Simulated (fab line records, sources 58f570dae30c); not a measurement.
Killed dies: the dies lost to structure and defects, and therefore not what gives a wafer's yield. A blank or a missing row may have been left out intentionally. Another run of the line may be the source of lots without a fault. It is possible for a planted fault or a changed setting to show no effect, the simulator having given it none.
fab line records    flow berkeley_cmos170
[record] lots = 14  wafers = 42  last_day = 11
route steps=331 shown PSD@181 SILICIDE@213 CONTACT@224
lots that met no fault: taken from a fault-free run of the same line
start_h: start of the lot's first displayed wafer, in hours after the record's first day    wait_h: hours elapsed since this lot's preceding step    " identical to the entry in the row above    L1.1+2: a single row standing in for several wafers    - no value, or no start given    * or withheld: withheld    < > ~ a bound
route shown NAME@n: names a module that has steps shown in the file, with the first one's number in the route    usual: mean/standard deviation of fault-free wafers    same: alike in all rows    chamber/n: place in a boat    sites: readings site by site    _std_site: their standard deviation    _edge_site: mean of outer sites minus mean of inner sites    radius_mm: for every site, how far away it sits from the centre of the wafer    mask NAME#n: copy n    behind: tool/chamber where the wafer was last shaped    hold: reason for holding the lot/hours on hold/outcome of the hold    device: the transistor (n, p or np) that didn't switch    end of line: tests run on the same wafers once the route is complete    for a step that has no rows: nothing shown but its recipe    killed: dies that structure and defects cost at the first sort, which is not the same as the wafer's yield    map: a wafer's dies, marking killed ones x, the rest . and places with no die _
set.NAME: the setting that was run; set.NAME@STEP: the one run at that earlier step    model.NAME: the simulator's own value behind a step, which no gauge read
a sample of lots followed through the steps of the route, with each step as a table and each wafer as a row
services: the hour from which a tool's chamber was out of use, counted from the record's first day as start_h (under 0 if before that day), plus the number of hours and why
[[steps]]
[step UCB170_PSD_CD_MEAS_06]
[recipe] target_cd_nm = 1200
[usual] cd_nm = 1199.7/1.7
lot.wafer  tool       chamber  start_h  wait_h  cd_nm
L973.4     cd_sem-02  -        159.65   -       1200.2
L973.5     "          -        "        "       1200.2
L973.6     "          -        "        "       1198.9
L975.2     cd_sem-01  -        167.40   -       1203.4
L975.3     "          -        "        "       1201.6
L975.4     "          -        "        "       1204.1
L974.1     cd_sem-01  -        167.63   -       1200.3
L974.3     "          -        "        "       1199.2
L974.5     "          -        "        "       1199.9
L978.1     cd_sem-02  -        176.11   -       1203.5
L978.3     "          -        "        "       1201.3
L978.4     "          -        "        "       1202.1
L977.2     cd_sem-01  -        176.40   -       1198.0
L977.4     "          -        "        "       1196.3
L977.5     "          -        "        "       1197.0
L976.2     cd_sem-02  -        176.56   -       1200.3
L976.5     "          -        "        "       1199.6
L976.6     "          -        "        "       1199.7
L980.1     cd_sem-02  -        189.91   -       1198.2
L980.2     "          -        "        "       1199.4
L980.3     "          -        "        "       1198.0
L981.3     cd_sem-01  -        190.14   -       1199.0
L981.4     "          -        "        "       1200.0
L981.5     "          -        "        "       1199.4
L984.2     cd_sem-02  -        214.11   -       1199.1
L984.4     "          -        "        "       1198.0
L984.6     "          -        "        "       1198.3
L983.2     cd_sem-01  -        214.39   -       1201.1
L983.3     "          -        "        "       1201.9
L983.6     "          -        "        "       1202.4
L987.2     cd_sem-02  -        214.47   -       1199.9
L987.3     "          -        "        "       1199.2
L987.5     "          -        "        "       1200.1
L986.1     cd_sem-01  -        214.69   -       1199.2
L986.2     "          -        "        "       1201.6
L986.6     "          -        "        "       1201.1
L985.3     cd_sem-01  -        215.01   -       1195.9
L985.5     "          -        "        "       1197.5
L985.6     "          -        "        "       1196.2
L990.1     cd_sem-01  -        229.57   -       1199.9
L990.2     "          -        "        "       1198.4
L990.5     "          -        "        "       1198.9
[step UCB170_PSD_STRIP_09]
[recipe] chemistry = O2  power_w = 400  pressure_mtorr = 3500  platen_temp_c = withheld  o2_flow_sccm = 400  overash_fraction = 0.5
[usual] drypump_motor_current_A = 5.6/0.47  oes_product_au = 0.598/0.0042  strip_time_to_endpoint_s = 29.60/0.083
lot.wafer  tool             chamber  start_h  wait_h  drypump_motor_current_A  oes_product_au  rf_hours_counter_h  strip_time_to_endpoint_s
L973.4     plasma_asher-02  0        159.93   0.1     4.8                      0.601           -                   29.50
L973.5     "                1        "        "       5.9                      0.607           -                   29.58
L973.6     "                0        "        "       4.8                      0.603           -                   29.63
L975.2     plasma_asher-03  1        167.69   0.1     5.1                      0.601           38                  29.56
L975.3     "                0        "        "       5.3                      0.595           -                   29.56
L975.4     "                1        "        "       5.1                      0.600           -                   29.58
L974.1     plasma_asher-04  0        167.93   0.1     6.1                      0.598           49                  29.65
L974.3     "                0        "        "       6.1                      0.599           -                   29.67
L974.5     "                1        "        "       5.8                      0.604           -                   29.54
L978.1     plasma_asher-03  1        176.41   0.1     5.1                      0.598           39                  29.50
L978.3     "                0        "        "       5.2                      0.596           -                   29.44
L978.4     "                1        "        "       5.1                      0.601           -                   29.45
L977.2     plasma_asher-02  0        176.69   0.1     4.8                      0.601           7                   29.62
L977.4     "                1        "        "       6.0                      0.598           -                   29.59
L977.5     "                0        "        "       4.8                      0.597           -                   29.61
L976.2     plasma_asher-03  0        176.85   0.1     5.3                      0.595           40                  29.57
L976.5     "                1        "        "       5.1                      0.591           -                   29.63
L976.6     "                0        "        "       5.3                      0.603           -                   29.54
L980.1     plasma_asher-04  0        190.22   0.1     6.1                      0.595           52                  29.67
L980.2     "                1        "        "       5.8                      0.596           52                  29.67
L980.3     "                1        "        "       5.8                      0.602           -                   29.66
L981.3     plasma_asher-04  0        190.43   0.1     6.1                      0.601           -                   29.65
L981.4     "                1        "        "       5.8                      0.595           -                   29.65
L981.5     "                0        "        "       6.2                      0.597           -                   29.58
L984.2     plasma_asher-03  1        214.40   0.1     5.1                      0.601           44                  29.68
L984.4     "                0        "        "       5.3                      0.588           -                   29.66
L984.6     "                1        "        "       5.1                      0.604           -                   29.66
L983.2     plasma_asher-04  1        214.67   0.1     5.8                      0.598           55                  29.49
L983.3     "                1        "        "       5.8                      0.597           -                   29.44
L983.6     "                0        "        "       6.1                      0.594           -                   29.42
L987.2     plasma_asher-02  0        214.76   0.1     4.8                      0.600           12                  29.64
L987.3     "                1        "        "       5.9                      0.599           -                   29.68
L987.5     "                1        "        "       5.9                      0.597           -                   29.66
L986.1     plasma_asher-03  1        215.00   0.1     5.1                      0.596           44                  29.56
L986.2     "                0        "        "       5.3                      0.599           44                  29.65
L986.6     "                1        "        "       5.1                      0.596           -                   29.66
L985.3     plasma_asher-04  1        215.31   0.1     5.8                      0.603           -                   29.57
L985.5     "                0        "        "       6.2                      0.605           -                   29.56
L985.6     "                1        "        "       5.8                      0.599           -                   29.50
L990.1     plasma_asher-02  1        229.88   0.1     5.9                      0.591           13                  29.50
L990.2     "                0        "        "       4.8                      0.607           13                  29.60
L990.5     "                1        "        "       5.9                      0.593           -                   29.63
[step UCB170_SILICIDE_THK_MEAS_03]
[recipe] thk_meas_gauge = xrf  reads = Ti_of_SILICIDE_SPUTTER_01
[usual] SILICIDE_TI_THK = 31.6/0.45
lot.wafer  tool           chamber  start_h  wait_h  SILICIDE_TI_THK[nm]
L973.4     film_metro-04  -        164.33   0.1     31.6
L973.5     "              -        "        "       30.5
L973.6     "              -        "        "       31.5
L975.2     film_metro-04  -        172.32   0.1     31.7
L975.3     "              -        "        "       32.1
L975.4     "              -        "        "       31.8
L974.1     film_metro-04  -        172.79   0.1     31.8
L974.3     "              -        "        "       32.3
L974.5     "              -        "        "       31.1
L978.1     film_metro-04  -        181.19   0.1     31.7
L978.3     "              -        "        "       31.1
L978.4     "              -        "        "       31.5
L976.2     film_metro-04  -        181.83   0.1     31.1
L976.5     "              -        "        "       31.4
L976.6     "              -        "        "       31.0
L977.2     film_metro-02  -        181.95   0.1     32.1
L977.4     "              -        "        "       32.0
L977.5     "              -        "        "       31.6
L980.1     film_metro-02  -        194.13   0.1     31.8
L980.2     "              -        "        "       31.5
L980.3     "              -        "        "       31.7
L981.3     film_metro-04  -        194.77   0.1     31.5
L981.4     "              -        "        "       32.0
L981.5     "              -        "        "       31.9
L984.2     film_metro-04  -        221.29   0.1     32.1
L984.4     "              -        "        "       31.6
L984.6     "              -        "        "       31.5
L983.2     film_metro-03  -        221.38   0.1     31.5
L983.3     "              -        "        "       30.8
L983.6     "              -        "        "       31.0
L987.2     film_metro-04  -        221.47   0.1     32.9
L987.3     "              -        "        "       32.1
L987.5     "              -        "        "       32.0
L986.1     film_metro-03  -        221.76   0.1     31.8
L986.2     "              -        "        "       31.9
L986.6     "              -        "        "       31.6
L985.3     film_metro-04  -        221.78   0.1     32.4
L985.5     "              -        "        "       31.5
L985.6     "              -        "        "       32.2
L990.1     film_metro-03  -        237.04   0.1     32.2
L990.2     "              -        "        "       31.7
L990.5     "              -        "        "       32.1
[step UCB170_CONTACT_RTA_08]
[recipe] temp_c = 900  time_s = 10  ambient = N2
[usual] anneal_temp_c_max = 903.5/0.68  chamber_o2_ppm = 1.995/0.021  lamp_power_pct = 30.1/0.8  time_s = 10/0  wafer_temp_C_max = 903.2/1.1
lot.wafer  tool           chamber  start_h  wait_h  anneal_temp_c_max  chamber_o2_ppm  lamp_power_pct  time_s  wafer_temp_C_max
L973.4     rtp_anneal-01  0        169.12   0.0     904.3              2.037           29.3            10      905.0
L973.5     "              0        "        "       904.4              2.027           29.3            10      905.2
L973.6     "              0        "        "       903.3              1.965           29.3            10      904.3
L975.2     rtp_anneal-01  0        175.25   0.0     903.6              2.015           29.3            10      904.8
L975.3     "              0        "        "       903.0              1.984           29.3            10      904.0
L975.4     "              0        "        "       904.4              1.995           29.3            10      903.3
L974.1     rtp_anneal-02  0        176.02   0.0     902.2              2.016           30.9            10      902.8
L974.3     "              0        "        "       903.3              1.977           30.9            10      901.6
L974.5     "              0        "        "       903.1              2.002           30.9            10      901.6
L978.1     rtp_anneal-02  0        185.40   0.0     903.6              2.003           30.9            10      903.0
L978.3     "              0        "        "       903.1              2.000           30.9            10      903.8
L978.4     "              0        "        "       904.1              2.013           30.9            10      902.0
L976.2     rtp_anneal-02  0        187.46   0.0     902.8              1.986           30.9            10      901.4
L976.5     "              0        "        "       902.8              2.001           30.9            10      901.9
L976.6     "              0        "        "       903.4              2.005           30.9            10      902.2
L977.2     rtp_anneal-01  0        187.84   0.0     903.4              2.003           29.3            10      903.7
L977.4     "              0        "        "       902.5              1.996           29.4            10      903.9
L977.5     "              0        "        "       905.2              2.014           29.3            10      903.9
L981.3     rtp_anneal-02  0        198.18   0.0     903.3              1.986           30.9            10      902.4
L981.4     "              0        "        "       904.0              1.986           30.9            10      903.1
L981.5     "              0        "        "       903.4              1.996           30.9            10      902.7
L980.1     rtp_anneal-02  0        198.51   0.0     903.0              1.971           30.9            10      902.8
L980.2     "              0        "        "       903.8              1.975           30.9            10      901.9
L980.3     "              0        "        "       903.7              2.000           30.9            10      902.2
L984.2     rtp_anneal-01  0        224.44   0.0     904.3              2.008           29.3            10      903.6
L984.4     "              0        "        "       904.0              2.049           29.3            10      904.5
L984.6     "              0        "        "       904.2              1.990           29.3            10      904.7
L983.2     rtp_anneal-02  -        226.14   0.0     -                  -               -               -       -
L983.3     "              -        "        "       -                  -               -               -       -
L983.6     "              -        "        "       -                  -               -               -       -
L985.3     rtp_anneal-01  -        226.15   0.0     -                  -               -               -       -
L985.5     "              -        "        "       -                  -               -               -       -
L985.6     "              -        "        "       -                  -               -               -       -
L986.1     rtp_anneal-01  0        226.51   0.0     903.0              2.020           29.3            10      903.6
L986.2     "              0        "        "       903.1              2.007           29.3            10      903.2
L986.6     "              0        "        "       902.5              2.008           29.3            10      903.7
L987.2     rtp_anneal-02  0        226.52   0.0     903.1              1.990           30.9            10      901.9
L987.3     "              0        "        "       903.9              1.986           30.8            10      902.6
L987.5     "              0        "        "       902.8              1.981           30.9            10      902.6
L990.1     rtp_anneal-01  0        244.19   0.0     903.7              2.024           29.3            10      903.3
L990.2     "              0        "        "       903.5              1.999           29.3            10      904.5
L990.5     "              0        "        "       903.3              1.978           29.3            10      904.6
[[services]]
tool             chamber  start_h  hours  kind
plasma_asher-04  -        141.74   1.0    repair
[[key]]
[first_sign] step = UCB170_CONTACT_RTA_08  reading = tool_record  direction = missing
effect none on later readings
met_at UCB170_CONTACT_RTA_08
struck_lots L983,L985
later_rows_left_out L983.2,L983.3,L983.6,L985.3,L985.5,L985.6
sort_left_out L983.2,L983.3,L983.6,L985.3,L985.5,L985.6
tester_left_out L983,L985
not_acting_at UCB170_PSD_CD_MEAS_06,UCB170_PSD_STRIP_09,UCB170_SILICIDE_THK_MEAS_03
onset_between 224.44 226.14
[fault] kind = skipped_step_whole  tool = rtp_anneal-01,rtp_anneal-02  chamber = -  onset_h = 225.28  steps = UCB170_CONTACT_RTA_08  scope = struck_lots_only
// tester_left_out: of these lots the tester's yield and bins aren't shown, on N5 and GAA mostly nor the transistor test; their killed dies are dies lost to structure and defects alone, not to doping, threshold or leakage, so they don't give the yield
// sort_left_out: the simulated sort isn't trusted on such a fault, so these wafers' sort isn't shown, and their yield isn't known
// later_rows_left_out: the simulator's readings of these wafers behind a module that went badly wrong aren't trusted and aren't shown, but for the sort
